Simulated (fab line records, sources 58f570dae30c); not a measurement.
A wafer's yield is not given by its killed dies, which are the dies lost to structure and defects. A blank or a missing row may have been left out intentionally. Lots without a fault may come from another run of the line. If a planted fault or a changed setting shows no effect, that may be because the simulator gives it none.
Which tool did it? | flow berkeleyCmos170 | Sampling: 14 lots, 42 wafers, 6 of 331 route steps

## WHAT EACH GAUGE READ, for each wafer
UCB170_CONTACT_CD_MEAS_15: the cd target is 700 nm.
lot  | measured     | on       | cdNm (nm)
L559 | day 7 10:38  | cdSem-01 | 701.4 700.9 701.6
L560 | day 7 10:52  | cdSem-01 | 700.1 700.8 699.4
L562 | day 7 16:01  | cdSem-01 | 700.2 699.6 700.2
L561 | day 7 17:50  | cdSem-02 | 699.1 698.5 700.2
L563 | day 8 06:47  | cdSem-01 | 701.0 701.2 700.1
L564 | day 8 07:02  | cdSem-01 | 698.9 699.4 698.4
L566 | day 8 16:59  | cdSem-02 | 698.3 698.9 700.0
L570 | day 9 21:46  | cdSem-01 | 702.3 701.5 700.4
L575 | day 10 15:55 | cdSem-02 | 702.2 701.6 700.9
L573 | day 10 16:12 | cdSem-02 | 701.0 699.5 699.7
L576 | day 11 05:54 | cdSem-01 | 699.2 699.0 697.5
L578 | day 11 06:54 | cdSem-02 | 701.5 701.9 700.7
L579 | day 11 18:55 | cdSem-01 | 698.7 698.8 701.6
L582 | day 11 21:18 | cdSem-01 | 700.6 700.2 700.8

UCB170_M3_CD_MEAS_90: the cd target is 700 nm.
lot  | measured     | on       | cdNm (nm)
L559 | day 8 05:35  | cdSem-02 | 702.8 702.9 698.7
L560 | day 8 06:07  | cdSem-02 | 700.2 698.7 700.1
L562 | day 8 13:29  | cdSem-01 | 702.8 703.3 704.5
L561 | day 8 12:18  | cdSem-01 | 697.5 699.6 699.5
L563 | day 9 05:55  | cdSem-02 | 701.9 702.5 699.7
L564 | day 9 06:36  | cdSem-01 | 702.6 701.8 702.1
L566 | day 9 15:25  | cdSem-01 | 701.0 701.6 701.6
L570 | day 10 17:18 | cdSem-02 | 695.0 690.8 693.8 695.1 691.1 694.1
L575 | day 11 12:14 | cdSem-01 | 699.7 700.6 702.4
L573 | day 11 12:03 | cdSem-02 | 693.9 694.7 693.6 693.2 694.6 693.9
L576 | day 12 03:02 | cdSem-02 | 701.4 700.4 696.9
L578 | day 12 02:30 | cdSem-01 | 703.3 701.2 702.6
L579 | day 12 14:28 | cdSem-02 | 699.6 699.3 700.5
L582 | day 12 18:44 | cdSem-01 | 702.8 700.3 702.4

## EACH LOT AND THE TOOL THAT RAN IT (in order: tool; ch and the chambers of the sampled wafers; start)
lot  | UCB170_M3_SPUTTER_01        | UCB170_M3_STRIP_07                  | UCB170_M3_METAL_ETCH_18          | UCB170_M3_STRIP_19
L559 | pvdSputter-01, day 8 03:06  | plasmaAsher-03 ch 0, day 8 03:49    | rieMetal-03 ch 0,1, day 8 05:16  | plasmaAsher-03 ch 0,1, day 8 05:28
L560 | pvdSputter-03, day 8 03:20  | plasmaAsher-01 ch 0,1, day 8 04:04  | rieMetal-01 ch 0,1, day 8 05:49  | plasmaAsher-03 ch 1, day 8 06:01
L562 | pvdSputter-03, day 8 10:34  | plasmaAsher-03 ch 0,1, day 8 11:20  | rieMetal-03 ch 0,1, day 8 13:12  | plasmaAsher-04 ch 0,1, day 8 13:23
L561 | pvdSputter-04, day 8 09:46  | plasmaAsher-04 ch 0,1, day 8 10:36  | rieMetal-04 ch 0,1, day 8 11:59  | plasmaAsher-03 ch 0,1, day 8 12:11
L563 | pvdSputter-04, day 9 02:40  | plasmaAsher-04 ch 0,1, day 9 04:02  | rieMetal-01 ch 0,1, day 9 05:39  | plasmaAsher-01 ch 0,1, day 9 05:48
L564 | pvdSputter-03, day 9 03:52  | plasmaAsher-04 ch 0,1, day 9 04:43  | rieMetal-03 ch 0,1, day 9 06:17  | plasmaAsher-04 ch 0,1, day 9 06:29
L566 | pvdSputter-03, day 9 09:36  | plasmaAsher-01 ch 0,1, day 9 10:20  | rieMetal-04 ch 0,1, day 9 15:09  | plasmaAsher-03 ch 0,1, day 9 15:18
L570 | pvdSputter-03, day 10 14:50 | plasmaAsher-04 ch 0,1, day 10 15:33 | rieMetal-03 ch 0,1, day 10 16:59 | plasmaAsher-04 ch 0,1, day 10 17:11
L575 | pvdSputter-03, day 11 09:31 | plasmaAsher-03 ch 0,1, day 11 10:14 | rieMetal-01 ch 0,1, day 11 11:56 | plasmaAsher-01 ch 0,1, day 11 12:08
L573 | pvdSputter-01, day 11 09:02 | plasmaAsher-01 ch 0,1, day 11 09:44 | rieMetal-03 ch 0,1, day 11 11:44 | plasmaAsher-03 ch 0,1, day 11 11:56
L576 | pvdSputter-04, day 11 22:12 | plasmaAsher-04 ch 0,1, day 11 22:55 | rieMetal-01 ch 0,1, day 12 02:44 | plasmaAsher-04 ch 0,1, day 12 02:56
L578 | pvdSputter-03, day 11 23:00 | plasmaAsher-01 ch 0,1, day 12 00:05 | rieMetal-04 ch 0,1, day 12 02:13 | plasmaAsher-04 ch 0,1, day 12 02:24
L579 | pvdSputter-04, day 12 11:44 | plasmaAsher-04 ch 0,1, day 12 12:31 | rieMetal-04 ch 0,1, day 12 14:10 | plasmaAsher-04 ch 0,1, day 12 14:21
L582 | pvdSputter-04, day 12 12:50 | plasmaAsher-01 ch 1, day 12 14:06   | rieMetal-01 ch 0,1, day 12 18:26 | plasmaAsher-04 ch 0,1, day 12 18:37
- UCB170_M3_SPUTTER_01: material Al, target thk 900 nm, time 120 s.
- UCB170_M3_STRIP_07: strips in O2.
- UCB170_M3_METAL_ETCH_18: etches Al in Cl2/BCl3, stops on SiO2, target depth 1170 nm, time 195 s.
- UCB170_M3_STRIP_19: strips in O2.

## AS READ BY THE TOOLS THEMSELVES (means over the sampled wafers that have a number; for cases with no such wafer, the mark the record gives instead)
UCB170_M3_SPUTTER_01.
lot  | tool          | throttleValvePct (%)
L559 | pvdSputter-01 | 29.9
L560 | pvdSputter-03 | 29.5
L562 | pvdSputter-03 | 29.6
L561 | pvdSputter-04 | 31.2
L563 | pvdSputter-04 | 31.2
L564 | pvdSputter-03 | 29.6
L566 | pvdSputter-03 | 29.7
L570 | pvdSputter-03 | 29.6
L575 | pvdSputter-03 | 29.7
L573 | pvdSputter-01 | 29.9
L576 | pvdSputter-04 | 30.8
L578 | pvdSputter-03 | 29.6
L579 | pvdSputter-04 | 30.6
L582 | pvdSputter-04 | 30.4

UCB170_M3_STRIP_07.
lot  | tool           | drypumpMotorCurrentA (A) | oesProductAu (a.u.) | stripTimeToEndpointS (s)
L559 | plasmaAsher-03 | 5.8                      | 0.738               | 22.12
L560 | plasmaAsher-01 | 5.5                      | 0.731               | 22.04
L562 | plasmaAsher-03 | 5.8                      | 0.734               | 22.00
L561 | plasmaAsher-04 | 5.4                      | 0.736               | 21.99
L563 | plasmaAsher-04 | 5.3                      | 0.735               | 22.00
L564 | plasmaAsher-04 | 5.4                      | 0.736               | 21.98
L566 | plasmaAsher-01 | 5.8                      | 0.736               | 22.03
L570 | plasmaAsher-04 | 5.3                      | 0.735               | 22.00
L575 | plasmaAsher-03 | 5.8                      | 0.735               | 22.03
L573 | plasmaAsher-01 | 5.4                      | 0.732               | 21.91
L576 | plasmaAsher-04 | 5.3                      | 0.736               | 21.96
L578 | plasmaAsher-01 | 5.5                      | 0.736               | 21.87
L579 | plasmaAsher-04 | 5.3                      | 0.730               | 22.14
L582 | plasmaAsher-01 | 6.2                      | 0.739               | 21.93

UCB170_M3_METAL_ETCH_18.
lot  | tool        | bcl3FlowSccm (sccm) | biasW (W) | drypumpMotorCurrentA (A) | oesProductAu (a.u.) | throttleValvePct (%)
L559 | rieMetal-03 | 44.91               | 120.1     | 5.5                      | 0.838               | 24.44
L560 | rieMetal-01 | 44.97               | 119.9     | 6.2                      | 0.845               | 24.33
L562 | rieMetal-03 | 45.05               | 120.1     | 5.5                      | 0.844               | 24.43
L561 | rieMetal-04 | 44.85               | 120.2     | 5.8                      | 0.834               | 24.26
L563 | rieMetal-01 | 44.87               | 120.2     | 6.1                      | 0.832               | 24.29
L564 | rieMetal-03 | 44.86               | 120.0     | 5.3                      | 0.853               | 24.51
L566 | rieMetal-04 | 45.10               | 120.2     | 5.8                      | 0.828               | 24.27
L570 | rieMetal-03 | 44.98               | 120.0     | 5.3                      | 0.790               | 24.53
L575 | rieMetal-01 | 44.90               | 119.5     | 6.2                      | 0.839               | 24.33
L573 | rieMetal-03 | 44.97               | 120.0     | 5.3                      | 0.797               | 24.53
L576 | rieMetal-01 | 45.01               | 120.0     | 6.2                      | 0.847               | 24.33
L578 | rieMetal-04 | 44.84               | 120.3     | 5.7                      | 0.836               | 24.29
L579 | rieMetal-04 | 44.90               | 119.9     | 5.8                      | 0.830               | 24.26
L582 | rieMetal-01 | 44.93               | 120.1     | 6.1                      | 0.839               | 24.28

UCB170_M3_STRIP_19.
lot  | tool           | drypumpMotorCurrentA (A) | oesProductAu (a.u.)
L559 | plasmaAsher-03 | 5.9                      | 0.549
L560 | plasmaAsher-03 | 6.0                      | 0.549
L562 | plasmaAsher-04 | 5.3                      | 0.549
L561 | plasmaAsher-03 | 5.8                      | 0.557
L563 | plasmaAsher-01 | 5.5                      | 0.529
L564 | plasmaAsher-04 | 5.3                      | 0.551
L566 | plasmaAsher-03 | 5.9                      | 0.543
L570 | plasmaAsher-04 | 5.4                      | 0.461
L575 | plasmaAsher-01 | 5.9                      | 0.548
L573 | plasmaAsher-03 | 5.9                      | 0.455
L576 | plasmaAsher-04 | 5.3                      | 0.546
L578 | plasmaAsher-04 | 5.3                      | 0.548
L579 | plasmaAsher-04 | 5.3                      | 0.542
L582 | plasmaAsher-04 | 5.3                      | 0.540

## THE ANSWER, worked out from the rows above alone
Rule: the usual values come from the lots themselves. Put in order of their means at a reading, lots are off if they are a third of the lots or fewer, leave a main group of 4 or more, and stand apart from it by a gap of 3 or more times the standard deviation of the main group's means; of several such gaps the widest counts. Not used: any main group whose means are identical at the precision the tables above print for the reading. A lot without any number at a reading at which 4 lots or more have one is off too. Any other lot the step has rows for is counted as sound. After the gauges, taken in route order, come the tools' own readings; for these a lot's mean is taken, as printed above. At the first step where some lot is off, the reading lying furthest off is the one used; lots without a number count as furthest.
Off at UCB170_M3_CD_MEAS_90 (cdNm): L570, L573. The main group: mean 701.1 nm, standard deviation 1.3.
A tool fits if, at a process step before that reading, it ran every lot that is off, and no sound lot after the first of them. The gauges at UCB170_M3_CD_MEAS_90 aren't tried: what is off there is off at UCB170_M3_METAL_ETCH_18 too, on other tools, and a gauge's error can't cause that. One fits: UCB170_M3_METAL_ETCH_18 on rieMetal-03. A fault onset in the window from L564 (day 9 06:17, its last sound lot) to L570 (day 10 16:59, its first lot off) fits.
On the lots that are off, the tool's own readings at UCB170_M3_METAL_ETCH_18 differ by more than 5 times the standard deviation of the sound lots' means, which bears it out; oesProductAu reads 0.794 a.u. there versus 0.839 a.u. on the sound lots.

## WHAT THE SIMULATOR PUT IN
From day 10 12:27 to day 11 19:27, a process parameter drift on rieMetal-03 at UCB170_M3_METAL_ETCH_18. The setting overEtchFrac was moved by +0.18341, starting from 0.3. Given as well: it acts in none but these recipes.
Lots struck among those shown: L570, L573. The rule above reached the same finding.
